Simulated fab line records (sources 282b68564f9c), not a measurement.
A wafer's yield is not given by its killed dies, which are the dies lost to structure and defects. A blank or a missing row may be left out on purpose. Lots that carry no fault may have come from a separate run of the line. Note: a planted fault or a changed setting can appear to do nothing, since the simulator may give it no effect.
fab line records -- flow ritCmos
record lots=6, wafers=18, lastDay=7
route steps=202 shown REOX@99 NLDD@103 PLDD@114 SPACER@125 NSD@131 M1@202
lots untouched by any fault: they come from a run of this same line in which no faults occurred
startH: start of the lot's first displayed wafer, in hours after the record's first day -- waitH: hours since the lot's step before -- " the same as in the row above -- L1.1+2: several wafers, shown together as one row -- - no value, or no start given -- * or withheld: withheld -- < > ~ a bound
route shown NAME@n: NAME is a module with steps in the file, n the number in the route of the first one -- usual: mean/standard deviation of fault-free wafers -- same: alike in all rows -- chamber/n: place in a boat -- sites: the reading at each site -- _std_site: how widely they spread, as a standard deviation -- _edge_site: outer sites' mean less inner sites' -- radiusMm: how far each site lies from the wafer's centre -- mask NAME#n: copy n -- behind: tool/chamber where the wafer was last shaped -- hold: the reason the lot was held/the length of the hold in hours/how it ended -- device: transistor that didn't switch, given as n, p or np -- end of line: the route-end tests of the same wafers -- step lacking rows: just its recipe -- killed: not the wafer's yield, but the dies lost to structure and defects at the first sort -- map: dies across one wafer; x = killed, . = not, _ = none there
set.NAME: the setting as run; set.NAME@STEP: as run at that earlier step -- model.NAME: the simulator's own value behind a step, which no gauge read
lots seen at some steps along the route; tables by step, rows by wafer
services: the hour from which a tool's chamber was out of use, counted from the record's first day as startH (under 0 if before that day), plus the number of hours and why
## steps
# step RIT_REOX_CLEAN_01
# recipe chemistry=dHF, dilution=50:1, timeS=30
# step RIT_REOX_CLEAN_02
# recipe chemistry=SC2, mix=3:3:50, timeS=600, tempC=75, dry=n2Spin
# step RIT_REOX_OXIDATION_03
# recipe tempC=900, ambient=O2, targetThkA=252, oxTimeS=5580
# step RIT_REOX_THK_MEAS_04
# recipe reads=SiO2_of_REOX_OXIDATION_03
# usual REOX_OXIDE_THK=25.5/0.41
lot.wafer,tool,chamber,startH,waitH,REOX_OXIDE_THK[nm]
L233.3,filmMetro-02,-,85.78,0.0,24.9
L233.4,filmMetro-02,-,85.78,0.0,24.5
L233.6,filmMetro-02,-,85.78,0.0,24.6
L234.1,filmMetro-02,-,90.58,0.0,25.8
L234.2,filmMetro-02,-,90.58,0.0,26.1
L234.5,filmMetro-02,-,90.58,0.0,25.6
L237.1,filmMetro-03,-,105.68,0.0,25.8
L237.3,filmMetro-03,-,105.68,0.0,25.5
L237.5,filmMetro-03,-,105.68,0.0,25.4
L238.3,filmMetro-02,-,111.42,0.0,25.3
L238.4,filmMetro-02,-,111.42,0.0,25.1
L238.6,filmMetro-02,-,111.42,0.0,25.3
L240.1,filmMetro-04,-,120.61,0.0,25.9
L240.3,filmMetro-04,-,120.61,0.0,25.4
L240.5,filmMetro-04,-,120.61,0.0,25.5
L247.1,filmMetro-04,-,158.06,0.0,25.2
L247.5,filmMetro-04,-,158.06,0.0,25.3
L247.6,filmMetro-04,-,158.06,0.0,25.2
# step RIT_NLDD_HMDS_00
# recipe primeTimeS=60, primeTempC=140
# step RIT_NLDD_COAT_01
# recipe resist=NOVOLAK, spinRpm=3250, resistThkNm=1000
# step RIT_NLDD_SOFTBAKE_02
# recipe resist=NOVOLAK, tempC=90, timeS=60
# step RIT_NLDD_EXPOSE_03
# recipe maskId=M7, na=0.57, targetCdNm=40700, doseMj=250
# step RIT_NLDD_PEB_04
# recipe resist=NOVOLAK, tempC=withheld, timeS=withheld
# step RIT_NLDD_DEVELOP_05
# recipe resist=NOVOLAK, developTimeS=50, devTempC=23
# step RIT_NLDD_OVL_MEAS_06
# usual NLDD_OVL=0.6/1.3
lot.wafer,tool,chamber,startH,waitH,NLDD_OVL[nm]
L233.3,overlay-02,-,86.68,-,-0.2
L233.4,overlay-02,-,86.68,-,-1.7
L233.6,overlay-02,-,86.68,-,-0.7
L234.1,overlay-01,-,91.49,-,0.5
L234.2,overlay-01,-,91.49,-,2.2
L234.5,overlay-01,-,91.49,-,0.9
L237.1,overlay-01,-,106.67,-,2.0
L237.3,overlay-01,-,106.67,-,0.9
L237.5,overlay-01,-,106.67,-,2.1
L238.3,overlay-02,-,112.54,-,1.7
L238.4,overlay-02,-,112.54,-,0.2
L238.6,overlay-02,-,112.54,-,1.6
L240.1,overlay-02,-,121.64,-,0.9
L240.3,overlay-02,-,121.64,-,1.8
L240.5,overlay-02,-,121.64,-,1.6
L247.1,overlay-02,-,159.18,-,1.4
L247.5,overlay-02,-,159.18,-,1.6
L247.6,overlay-02,-,159.18,-,1.1
# step RIT_NLDD_HARDBAKE_07
# recipe resist=NOVOLAK, tempC=140, timeS=60
# step RIT_NLDD_IMPLANT_08
# recipe species=P, energyKev=20, doseCm2=5e+14, tiltDeg=7
# usual beamEnergyKeV=20.000/0.0054, doseIonsCm2=5e+14/5.4e+11, faradayCurrentUA=1572/33
lot.wafer,tool,chamber,startH,waitH,beamEnergyKeV,doseIonsCm2,faradayCurrentUA
L233.3,implanter-03,0,86.91,0.1,20.003,5.005e+14,1538
L233.4,implanter-03,0,86.91,0.1,20.003,5.008e+14,1577
L233.6,implanter-03,0,86.91,0.1,20.003,4.997e+14,1571
L234.1,implanter-04,0,91.67,0.1,19.993,5.005e+14,1617
L234.2,implanter-04,0,91.67,0.1,20.011,5.009e+14,1562
L234.5,implanter-04,0,91.67,0.1,19.999,5.008e+14,1585
L237.1,implanter-02,0,106.85,0.1,19.997,4.996e+14,1588
L237.3,implanter-02,0,106.85,0.1,20.002,4.989e+14,1567
L237.5,implanter-02,0,106.85,0.1,20.005,4.998e+14,1600
L238.3,implanter-04,0,112.76,0.1,20.002,2.182e+14,702
L238.4,implanter-04,0,112.76,0.1,19.995,2.174e+14,693
L238.6,implanter-04,0,112.76,0.1,20.009,2.185e+14,689
L240.1,implanter-04,0,121.83,0.1,20.003,2.186e+14,686
L240.3,implanter-04,0,121.83,0.1,19.992,2.178e+14,699
L240.5,implanter-04,0,121.83,0.1,19.990,2.18e+14,667
L247.1,implanter-03,0,159.36,0.1,19.995,5.001e+14,1575
L247.5,implanter-03,0,159.36,0.1,20.009,4.998e+14,1556
L247.6,implanter-03,0,159.36,0.1,20.000,5.001e+14,1527
# step RIT_NLDD_STRIP_09
# recipe chemistry=O2, timeS=180, resist=NOVOLAK, platenTempC=withheld, powerW=500, pressureMtorr=4000, o2FlowSccm=4000
# usual drypumpMotorCurrentA=5.43/0.23
lot.wafer,tool,chamber,startH,waitH,drypumpMotorCurrentA,rfHoursCounterH
L233.3,plasmaAsher-04,0,87.07,0.1,5.39,-
L233.4,plasmaAsher-04,1,87.07,0.1,5.32,-
L233.6,plasmaAsher-04,1,87.07,0.1,5.31,-
L234.1,plasmaAsher-01,0,91.82,0.1,5.36,46
L234.2,plasmaAsher-01,1,91.82,0.1,5.28,46
L234.5,plasmaAsher-01,0,91.82,0.1,5.36,-
L237.1,plasmaAsher-01,0,107.00,0.1,5.37,47
L237.3,plasmaAsher-01,0,107.00,0.1,5.36,-
L237.5,plasmaAsher-01,1,107.00,0.1,5.25,-
L238.3,plasmaAsher-04,0,112.92,0.1,5.37,-
L238.4,plasmaAsher-04,1,112.92,0.1,5.30,-
L238.6,plasmaAsher-04,0,112.92,0.1,5.40,-
L240.1,plasmaAsher-04,0,121.98,0.1,5.37,33
L240.3,plasmaAsher-04,0,121.98,0.1,5.38,-
L240.5,plasmaAsher-04,0,121.98,0.1,5.38,-
L247.1,plasmaAsher-04,1,159.51,0.1,5.28,37
L247.5,plasmaAsher-04,1,159.51,0.1,5.28,-
L247.6,plasmaAsher-04,0,159.51,0.1,5.40,-
# step RIT_NLDD_TW_MEAS_10
# usual NLDD_TW=2461/14
lot.wafer,tool,chamber,startH,waitH,NLDD_TW
L233.3,filmMetro-03,-,87.20,0.1,2474
L233.4,filmMetro-03,-,87.20,0.1,2475
L233.6,filmMetro-03,-,87.20,0.1,2475
L234.1,filmMetro-03,-,92.00,0.1,2492
L234.2,filmMetro-03,-,92.00,0.1,2482
L234.5,filmMetro-03,-,92.00,0.1,2482
L237.1,filmMetro-02,-,107.18,0.1,2467
L237.3,filmMetro-02,-,107.18,0.1,2471
L237.5,filmMetro-02,-,107.18,0.1,2440
L238.3,filmMetro-02,-,113.06,0.1,1947
L238.4,filmMetro-02,-,113.06,0.1,1946
L238.6,filmMetro-02,-,113.06,0.1,1948
L240.1,filmMetro-02,-,122.16,0.1,1955
L240.3,filmMetro-02,-,122.16,0.1,1941
L240.5,filmMetro-02,-,122.16,0.1,1948
L247.1,filmMetro-01,-,159.69,0.1,2461
L247.5,filmMetro-01,-,159.69,0.1,2454
L247.6,filmMetro-01,-,159.69,0.1,2460
# step RIT_PLDD_HMDS_00
# recipe primeTimeS=60, primeTempC=140
# step RIT_PLDD_COAT_01
# recipe resist=NOVOLAK, spinRpm=3250, resistThkNm=1000
# step RIT_PLDD_SOFTBAKE_02
# recipe resist=NOVOLAK, tempC=90, timeS=60
# step RIT_PLDD_EXPOSE_03
# recipe maskId=M8, na=0.57, targetCdNm=40900, doseMj=250
# step RIT_PLDD_PEB_04
# recipe resist=NOVOLAK, tempC=withheld, timeS=withheld
# step RIT_PLDD_DEVELOP_05
# recipe resist=NOVOLAK, developTimeS=50, devTempC=23.98
# step RIT_PLDD_OVL_MEAS_06
# usual PLDD_OVL=0.4/1.4
lot.wafer,tool,chamber,startH,waitH,PLDD_OVL[nm]
L233.3,overlay-02,-,88.23,-,0.6
L233.4,overlay-02,-,88.23,-,1.4
L233.6,overlay-02,-,88.23,-,0.7
L234.1,overlay-01,-,92.91,-,-0.8
L234.2,overlay-01,-,92.91,-,1.1
L234.5,overlay-01,-,92.91,-,0.3
L237.1,overlay-02,-,108.09,-,1.9
L237.3,overlay-02,-,108.09,-,1.2
L237.5,overlay-02,-,108.09,-,1.7
L238.3,overlay-02,-,114.08,-,-0.4
L238.4,overlay-02,-,114.08,-,-0.4
L238.6,overlay-02,-,114.08,-,-0.4
L240.1,overlay-01,-,123.19,-,2.8
L240.3,overlay-01,-,123.19,-,2.4
L240.5,overlay-01,-,123.19,-,2.3
L247.1,overlay-02,-,160.60,-,1.3
L247.5,overlay-02,-,160.60,-,1.6
L247.6,overlay-02,-,160.60,-,1.3
# step RIT_PLDD_HARDBAKE_07
# recipe resist=NOVOLAK, tempC=140, timeS=60
# step RIT_PLDD_IMPLANT_08
# recipe species=BF2, energyKev=20, doseCm2=9e+14, tiltDeg=7
# step RIT_PLDD_STRIP_09
# recipe chemistry=O2, timeS=180, resist=NOVOLAK, platenTempC=withheld, powerW=500, pressureMtorr=4000, o2FlowSccm=4000
# usual drypumpMotorCurrentA=5.43/0.29
lot.wafer,tool,chamber,startH,waitH,drypumpMotorCurrentA,rfHoursCounterH
L233.3,plasmaAsher-04,1,88.61,0.1,5.29,-
L233.4,plasmaAsher-04,0,88.61,0.1,5.39,-
L233.6,plasmaAsher-04,0,88.61,0.1,5.37,-
L234.1,plasmaAsher-03,0,93.24,0.1,5.98,45
L234.2,plasmaAsher-03,1,93.24,0.1,5.38,45
L234.5,plasmaAsher-03,1,93.24,0.1,5.38,-
L237.1,plasmaAsher-03,0,108.42,0.1,5.93,46
L237.3,plasmaAsher-03,1,108.42,0.1,5.37,-
L237.5,plasmaAsher-03,1,108.42,0.1,5.36,-
L238.3,plasmaAsher-04,1,114.47,0.1,5.28,-
L238.4,plasmaAsher-04,0,114.47,0.1,5.43,-
L238.6,plasmaAsher-04,0,114.47,0.1,5.43,-
L240.1,plasmaAsher-04,1,123.53,0.1,5.33,34
L240.3,plasmaAsher-04,0,123.53,0.1,5.38,-
L240.5,plasmaAsher-04,1,123.53,0.1,5.31,-
L247.1,plasmaAsher-04,1,160.93,0.1,5.30,37
L247.5,plasmaAsher-04,0,160.93,0.1,5.40,-
L247.6,plasmaAsher-04,1,160.93,0.1,5.27,-
# step RIT_PLDD_TW_MEAS_10
# usual PLDD_TW=2321/18
lot.wafer,tool,chamber,startH,waitH,PLDD_TW
L233.3,filmMetro-01,-,88.75,0.1,2316
L233.4,filmMetro-01,-,88.75,0.1,2313
L233.6,filmMetro-01,-,88.75,0.1,2314
L234.1,filmMetro-01,-,93.42,0.1,2299
L234.2,filmMetro-01,-,93.42,0.1,2337
L234.5,filmMetro-01,-,93.42,0.1,2323
L237.1,filmMetro-02,-,108.60,0.1,2328
L237.3,filmMetro-02,-,108.60,0.1,2323
L237.5,filmMetro-02,-,108.60,0.1,2330
L238.3,filmMetro-02,-,114.60,0.1,2317
L238.4,filmMetro-02,-,114.60,0.1,2312
L238.6,filmMetro-02,-,114.60,0.1,2330
L240.1,filmMetro-01,-,123.70,0.1,2292
L240.3,filmMetro-01,-,123.70,0.1,2307
L240.5,filmMetro-01,-,123.70,0.1,2307
L247.1,filmMetro-01,-,161.11,0.1,2318
L247.5,filmMetro-01,-,161.11,0.1,2311
L247.6,filmMetro-01,-,161.11,0.1,2306
# step RIT_SPACER_CLEAN_00
# recipe chemistry=SC1, mix=3:3:50, timeS=600, tempC=75
# step RIT_SPACER_CLEAN_01
# recipe chemistry=dHF, dilution=50:1, timeS=30
# step RIT_SPACER_CLEAN_02
# recipe chemistry=SC2, mix=3:3:50, timeS=600, tempC=75, dry=n2Spin
# step RIT_SPACER_CVD_03
# recipe material=Si3N4, targetThkNm=250, tempC=810, precursor=SiH2Cl2/NH3, timeS=3300, pressureMtorr=300, sih2cl2FlowSccm=60, nh3FlowSccm=150
# step RIT_SPACER_THK_MEAS_04
# recipe reads=Si3N4_of_SPACER_CVD_03
# usual SPACER_NITRIDE_THK=248.8/2.8
lot.wafer,tool,chamber,startH,waitH,SPACER_NITRIDE_THK[nm]
L233.3,filmMetro-01,-,91.44,0.0,246.1
L233.4,filmMetro-01,-,91.44,0.0,246.3
L233.6,filmMetro-01,-,91.44,0.0,246.2
L234.1,filmMetro-03,-,95.79,0.0,254.5
L234.2,filmMetro-03,-,95.79,0.0,255.4
L234.5,filmMetro-03,-,95.79,0.0,251.8
L237.1,filmMetro-01,-,111.99,0.0,252.6
L237.3,filmMetro-01,-,111.99,0.0,252.8
L237.5,filmMetro-01,-,111.99,0.0,249.7
L238.3,filmMetro-04,-,117.12,0.0,251.9
L238.4,filmMetro-04,-,117.12,0.0,249.4
L238.6,filmMetro-04,-,117.12,0.0,249.5
L240.1,filmMetro-01,-,126.06,0.0,249.3
L240.3,filmMetro-01,-,126.06,0.0,249.4
L240.5,filmMetro-01,-,126.06,0.0,249.8
L247.1,filmMetro-01,-,163.46,0.0,245.4
L247.5,filmMetro-01,-,163.46,0.0,245.9
L247.6,filmMetro-01,-,163.46,0.0,247.8
# step RIT_SPACER_ETCHBACK_05
# recipe targetDepthA=2500, SF6_flow_sccm=30, CHF3_flow_sccm=30, target=Si3N4, chemistry=SF6/CHF3, pressureMtorr=40, rfW=250, timeS=240, stopOn=SiO2
# usual CHF3_flow_sccm=29.99/0.09, drypumpMotorCurrentA=5.80/0.28, oesProductAu=0.845/0.012, throttleValvePct=10.27/0.12
lot.wafer,tool,chamber,startH,waitH,CHF3_flow_sccm,drypumpMotorCurrentA,oesProductAu,rfHoursCounterH,throttleValvePct
L233.3,rieDiel-04,3,91.48,0.0,30.16,5.35,0.854,93,10.40
L233.4,rieDiel-04,1,91.48,0.0,30.05,5.45,0.836,108,10.26
L233.6,rieDiel-04,1,91.48,0.0,30.08,5.45,0.839,-,10.27
L234.1,rieDiel-03,1,95.85,0.1,30.01,6.22,0.850,2,10.23
L234.2,rieDiel-03,3,95.85,0.1,29.84,5.86,0.847,85,10.25
L234.5,rieDiel-03,1,95.85,0.1,29.88,6.23,0.845,-,10.23
L237.1,rieDiel-03,0,112.05,0.1,29.93,6.01,0.853,0,10.18
L237.3,rieDiel-03,3,112.05,0.1,29.88,5.84,0.832,85,10.22
L237.5,rieDiel-03,1,112.05,0.1,30.02,6.20,0.843,-,10.23
L238.3,rieDiel-03,3,117.16,0.0,30.01,5.86,0.837,86,10.24
L238.4,rieDiel-03,2,117.16,0.0,29.89,5.47,0.851,70,10.17
L238.6,rieDiel-03,1,117.16,0.0,30.07,6.25,0.846,-,10.26
L240.1,rieDiel-02,2,126.12,0.1,30.10,5.89,0.859,138,10.14
L240.3,rieDiel-02,1,126.12,0.1,29.88,5.92,0.840,98,10.33
L240.5,rieDiel-02,0,126.12,0.1,30.18,5.61,0.839,-,10.48
L247.1,rieDiel-02,0,163.52,0.1,30.03,5.62,0.835,48,10.49
L247.5,rieDiel-02,2,163.52,0.1,29.92,5.86,0.851,-,10.13
L247.6,rieDiel-02,3,163.52,0.1,30.07,6.23,0.843,-,10.41
# step RIT_NSD_HMDS_00
# recipe primeTimeS=60, primeTempC=140
# step RIT_NSD_COAT_01
# recipe resist=NOVOLAK, spinRpm=3250, resistThkNm=1000
# step RIT_NSD_SOFTBAKE_02
# recipe resist=NOVOLAK, tempC=90, timeS=60
# step RIT_NSD_EXPOSE_03
# recipe maskId=M9, na=0.57, targetCdNm=40700, doseMj=250
# step RIT_NSD_PEB_04
# recipe resist=NOVOLAK, tempC=withheld, timeS=withheld
# step RIT_NSD_DEVELOP_05
# recipe resist=NOVOLAK, developTimeS=50, devTempC=22.26
# step RIT_NSD_OVL_MEAS_06
# usual NSD_OVL=2.1/1.4
lot.wafer,tool,chamber,startH,waitH,NSD_OVL[nm]
L233.3,overlay-01,-,92.49,-,1.7
L233.4,overlay-01,-,92.49,-,1.5
L233.6,overlay-01,-,92.49,-,0.5
L234.1,overlay-01,-,96.85,-,0.5
L234.2,overlay-01,-,96.85,-,-0.1
L234.5,overlay-01,-,96.85,-,2.3
L237.1,overlay-01,-,113.05,-,1.7
L237.3,overlay-01,-,113.05,-,2.9
L237.5,overlay-01,-,113.05,-,2.6
L238.3,overlay-01,-,118.17,-,1.6
L238.4,overlay-01,-,118.17,-,2.9
L238.6,overlay-01,-,118.17,-,2.0
L240.1,overlay-01,-,127.25,-,1.4
L240.3,overlay-01,-,127.25,-,1.3
L240.5,overlay-01,-,127.25,-,1.8
L247.1,overlay-02,-,164.64,-,0.8
L247.5,overlay-02,-,164.64,-,0.8
L247.6,overlay-02,-,164.64,-,1.6
# step RIT_NSD_HARDBAKE_07
# recipe resist=NOVOLAK, tempC=140, timeS=60
# step RIT_NSD_IMPLANT_08
# recipe species=P, energyKev=25, doseCm2=9.903e+14, tiltDeg=7
# step RIT_NSD_STRIP_09
# recipe chemistry=O2, timeS=180, resist=NOVOLAK, platenTempC=withheld, powerW=500, pressureMtorr=4000, o2FlowSccm=4000
# usual drypumpMotorCurrentA=5.32/0.25
lot.wafer,tool,chamber,startH,waitH,drypumpMotorCurrentA,rfHoursCounterH
L233.3,plasmaAsher-02,1,92.87,0.1,5.59,-
L233.4,plasmaAsher-02,0,92.87,0.1,4.99,-
L233.6,plasmaAsher-02,0,92.87,0.1,5.01,-
L234.1,plasmaAsher-04,1,97.20,0.1,5.31,31
L234.2,plasmaAsher-04,0,97.20,0.1,5.37,31
L234.5,plasmaAsher-04,0,97.20,0.1,5.39,-
L237.1,plasmaAsher-02,0,113.39,0.1,5.00,50
L237.3,plasmaAsher-02,0,113.39,0.1,4.99,-
L237.5,plasmaAsher-02,1,113.39,0.1,5.66,-
L238.3,plasmaAsher-02,1,118.56,0.1,5.65,-
L238.4,plasmaAsher-02,0,118.56,0.1,5.01,-
L238.6,plasmaAsher-02,0,118.56,0.1,5.00,-
L240.1,plasmaAsher-01,0,127.58,0.1,5.36,1
L240.3,plasmaAsher-01,0,127.58,0.1,5.37,-
L240.5,plasmaAsher-01,1,127.58,0.1,5.24,-
L247.1,plasmaAsher-02,1,164.98,0.1,5.68,55
L247.5,plasmaAsher-02,1,164.98,0.1,5.63,-
L247.6,plasmaAsher-02,0,164.98,0.1,5.01,-
# step RIT_SDANNEAL_RS_MEAS_07
# recipe thkMeasGauge=four-point-probe
# usual NLDD_RS=151.7/0.57
lot.wafer,tool,chamber,startH,waitH,NLDD_RS[ohm/sq]
L233.3,filmMetro-03,-,95.33,0.1,151.0
L233.4,filmMetro-03,-,95.33,0.1,151.3
L233.6,filmMetro-03,-,95.33,0.1,151.5
L234.1,filmMetro-03,-,99.82,0.1,150.5
L234.2,filmMetro-03,-,99.82,0.1,151.2
L234.5,filmMetro-03,-,99.82,0.1,151.6
L237.1,filmMetro-03,-,116.00,0.1,151.7
L237.3,filmMetro-03,-,116.00,0.1,151.0
L237.5,filmMetro-03,-,116.00,0.1,151.5
L238.3,filmMetro-02,-,121.12,0.1,286.9
L238.4,filmMetro-02,-,121.12,0.1,287.2
L238.6,filmMetro-02,-,121.12,0.1,287.0
L240.1,filmMetro-03,-,130.02,0.1,291.2
L240.3,filmMetro-03,-,130.02,0.1,289.6
L240.5,filmMetro-03,-,130.02,0.1,288.6
L247.1,filmMetro-03,-,167.44,0.1,151.4
L247.5,filmMetro-03,-,167.44,0.1,152.2
L247.6,filmMetro-03,-,167.44,0.1,151.9
# step RIT_M1_PROBE_99
# usual killed_at_M0_to_M3=0.0/0.16, killedAtContacts=0.1/0.25, killedAtFrontEnd=7/3.1, killedDies=7/3.1, killedOpen=3.6/2, killedShort=3.5/2
# same grossDies=264, killed_at_M4_up=0, killedAtBackSide=0, killedAtOther=0
lot.wafer,tool,chamber,startH,waitH,killed_at_M0_to_M3,killedAtContacts,killedAtFrontEnd,killedDies,killedOpen,killedShort,model.etest.nmos_0p15.rOnOhmUm,model.etest.nmos_0p3.rOnOhmUm,model.etest.nldd.rsOhmSq,model.etest.nmosTurned.driveUaUm,model.etest.nldd.lineOhmUm,model.etest.nmos_0p15.driveUaUm,model.etest.nmosNarrow.driveUaUm,model.etest.nmos_0p3.driveUaUm
L233.3,prober-01,-,102.62,0.2,0,0,12,12,4,8,1179,2229,369.9,316.1,115.4,447,214.9,215.9
L233.4,prober-01,-,102.67,0.2,0,0,10,10,5,5,1181,2200,361.7,324.8,113.3,450.2,217.1,220.7
L233.6,prober-01,-,102.77,0.2,0,0,11,11,4,7,1156,2204,361.9,322.7,114.2,455.3,219.5,219.6
L234.1,prober-02,-,107.30,0.1,0,0,7,7,4,3,1104,2146,369.9,318.1,117.1,472.7,220.4,221.7
L234.2,prober-02,-,107.35,0.1,0,0,7,7,3,4,1122,2150,373.9,313.6,117.4,461.1,222.4,222.7
L234.5,prober-02,-,107.50,0.2,0,0,7,7,3,4,1112,2181,363.9,319,114.2,466.9,219.1,217
L237.1,prober-01,-,123.13,0.1,0,0,12,12,6,6,1122,2186,391.3,311.2,123.2,465.6,212.6,213.7
L237.3,prober-01,-,123.23,0.2,0,0,8,8,3,5,1158,2248,384.3,311.4,121.5,450.4,213.4,214
L237.5,prober-01,-,123.33,0.2,0,0,8,8,4,4,1136,2190,382.1,316.1,120.2,459,215.2,213.9
L238.3,prober-02,-,128.95,0.2,0,0,4,4,2,2,1684,2726,776.3,119.2,244.4,331.3,185.5,185.9
L238.4,prober-02,-,129.00,0.2,0,0,12,12,6,6,1694,2717,757.2,123.5,239,329.6,185.7,187.8
L238.6,prober-02,-,129.10,0.2,0,0,4,4,2,2,1701,2724,774.3,121.9,244.7,334.5,190.2,189.7
L240.1,prober-02,-,139.66,0.1,0,0,10,10,6,4,1815,2867,844.8,107.5,266.9,313.1,175.4,180.5
L240.3,prober-02,-,139.76,0.2,1,0,13,14,4,10,1782,2837,816.6,112.8,261,315,178,179
L240.5,prober-02,-,139.86,0.2,0,0,4,4,0,4,1780,2821,815.6,115.1,258,316.4,176.7,177.5
L247.1,prober-01,-,174.33,0.1,0,0,5,5,3,2,1136,2240,373.8,309.7,118.7,460.3,211.4,211
L247.5,prober-01,-,174.53,0.2,0,0,4,4,1,3,1170,2273,376.2,308,119,452,206.2,209.1
L247.6,prober-01,-,174.58,0.2,0,1,12,13,9,4,1164,2256,376.5,313.8,119.7,461.9,212.8,211.7
# killed by level:class
L233.3 FOX1:geometricParticle:open=3 GATE:geometricParticle:short=2 SPACER:geometricParticle:short=2 SILICIDE:geometricParticle:short=2 FOX2:geometricParticle:short=1 GATE:geometricParticle:open=1 REOX:geometricParticle:short=1
L233.4 GATE:geometricParticle:open=2 SILICIDE:geometricParticle:short=2 FOX1:geometricParticle:open=1 FOX2:geometricParticle:short=1 FOX2:geometricParticle:open=1 GATE:geometricParticle:short=1 SPACER:geometricParticle:open=1 SPACER:geometricParticle:short=1
L233.6 FOX1:geometricParticle:short=3 FOX1:geometricParticle:open=2 GATE:geometricParticle:short=2 FOX2:geometricParticle:open=1 FOX2:geometricParticle:short=1 GATE:geometricParticle:open=1 SPACER:geometricParticle:short=1
L234.1 FOX1:geometricParticle:short=2 FOX2:geometricParticle:open=1 GATE:geometricParticle:open=1 REOX:geometricParticle:short=1 REOX:geometricParticle:open=1 SILICIDE:geometricParticle:open=1
L234.2 SILICIDE:geometricParticle:open=2 FOX1:geometricParticle:open=1 FOX2:geometricParticle:short=1 GATE:geometricParticle:short=1 REOX:geometricParticle:short=1 SILICIDE:geometricParticle:short=1
L234.5 GATE:geometricParticle:short=2 FOX1:geometricParticle:short=1 GATE:geometricParticle:open=1 REOX:geometricParticle:open=1 SPACER:geometricParticle:short=1 SILICIDE:geometricParticle:open=1
L237.1 FOX2:geometricParticle:short=3 GATE:geometricParticle:open=3 GATE:geometricParticle:short=2 FOX1:geometricParticle:short=1 FOX2:geometricParticle:open=1 SPACER:geometricParticle:open=1 SILICIDE:geometricParticle:open=1
L237.3 ACTIVE:geometricParticle:short=1 FOX1:geometricParticle:short=1 GATE:geometricParticle:open=1 GATE:geometricParticle:short=1 REOX:geometricParticle:short=1 SPACER:geometricParticle:open=1 SILICIDE:geometricParticle:open=1 SILICIDE:geometricParticle:short=1
L237.5 GATE:geometricParticle:open=2 FOX1:geometricParticle:short=1 FOX2:geometricParticle:short=1 FOX2:geometricParticle:open=1 REOX:geometricParticle:short=1 SPACER:geometricParticle:open=1 SILICIDE:geometricParticle:short=1
L238.3 FOX1:geometricParticle:short=1 FOX2:geometricParticle:open=1 GATE:geometricParticle:open=1 SPACER:geometricParticle:short=1
L238.4 SPACER:geometricParticle:open=5 GATE:geometricParticle:short=4 SPACER:geometricParticle:short=2 REOX:geometricParticle:open=1
L238.6 REOX:geometricParticle:open=2 GATE:geometricParticle:short=1 SPACER:geometricParticle:short=1
L240.1 GATE:geometricParticle:short=3 GATE:geometricParticle:open=2 SPACER:geometricParticle:open=2 FOX1:geometricParticle:open=1 FOX2:geometricParticle:open=1 SILICIDE:geometricParticle:short=1
L240.3 SILICIDE:geometricParticle:short=3 FOX1:geometricParticle:short=2 GATE:geometricParticle:short=2 REOX:geometricParticle:short=2 SPACER:geometricParticle:open=2 GATE:geometricParticle:open=1 REOX:geometricParticle:open=1 M1:geometricParticle:short=1
L240.5 GATE:geometricParticle:short=2 REOX:geometricParticle:short=1 SILICIDE:geometricParticle:short=1
L247.1 FOX1:geometricParticle:short=2 GATE:geometricParticle:open=1 SPACER:geometricParticle:open=1 SILICIDE:geometricParticle:open=1
L247.5 GATE:geometricParticle:short=3 SPACER:geometricParticle:open=1
L247.6 GATE:geometricParticle:open=6 FOX1:geometricParticle:open=1 FOX2:geometricParticle:open=1 FOX2:geometricParticle:short=1 GATE:geometricParticle:short=1 SPACER:geometricParticle:short=1 SILICIDE:geometricParticle:short=1 CONTACT:geometricParticle:open=1
## services
tool,chamber,startH,hours,kind
implanter-03,-,72.95,3.6,repair
rieDiel-02,-,74.91,2.8,pm
implanter-04,-,77.54,1.0,repair
plasmaAsher-01,-,77.77,2.8,pm
implanter-04,-,81.70,2.8,repair
implanter-02,-,89.40,6.8,repair
rieDiel-03,0,93.90,-,clean
rieDiel-03,0,93.90,16.7,scheduledDown
rieDiel-03,0,93.90,16.7,ventCycle
implanter-02,-,94.09,1.1,repair
plasmaAsher-02,-,105.46,2.7,repair
plasmaAsher-01,-,108.75,9.0,pm
plasmaAsher-01,0,108.75,9.0,ventCycle
plasmaAsher-01,1,108.75,9.0,ventCycle
rieDiel-04,0,110.72,3.3,repair
plasmaAsher-01,0,117.75,-,clean
plasmaAsher-01,1,117.75,-,clean
rieDiel-02,0,121.05,3.6,repair
implanter-02,-,134.38,5.2,pm
implanter-03,-,135.18,6.8,repair
plasmaAsher-03,-,142.47,3.9,repair
plasmaAsher-02,-,143.78,2.8,repair
## key
firstSign step=RIT_NLDD_IMPLANT_08, reading=doseIonsCm2, direction=down, sigmas=99+, usual=5e+14, struck=2.181e+14
effect step=RIT_NLDD_IMPLANT_08, reading=faradayCurrentUA, direction=down, sigmas=27, usual=1572, struck=689
effect step=RIT_NLDD_TW_MEAS_10, reading=NLDD_TW, direction=down, sigmas=37, usual=2461, struck=1948
effect step=RIT_SDANNEAL_RS_MEAS_07, reading=NLDD_RS, direction=up, sigmas=99+, usual=151.7, struck=288.4
modelEffect step=RIT_M1_PROBE_99, value=etest.nmos_0p15.rOnOhmUm, without=1162, struck=1743
metAt RIT_NLDD_IMPLANT_08
struckWafers L238.3,L238.4,L238.6,L240.1,L240.3,L240.5
testerLeftOut L238,L240
onsetBetween 91.67 112.76
fault kind=processParameterDrift, tool=implanter-04, chamber=-, onsetH=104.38, steps=RIT_NLDD_IMPLANT_08, channel=doseCm2, offset=-2.8139e+14, shape=step, endH=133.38, actsIn=theseRecipesOnly, stated=5e+14
# testerLeftOut: of these lots the tester's yield and bins aren't shown, on N5 and GAA mostly nor the transistor test; their killed dies are dies lost to structure and defects alone, not to doping, threshold or leakage, so they don't give the yield
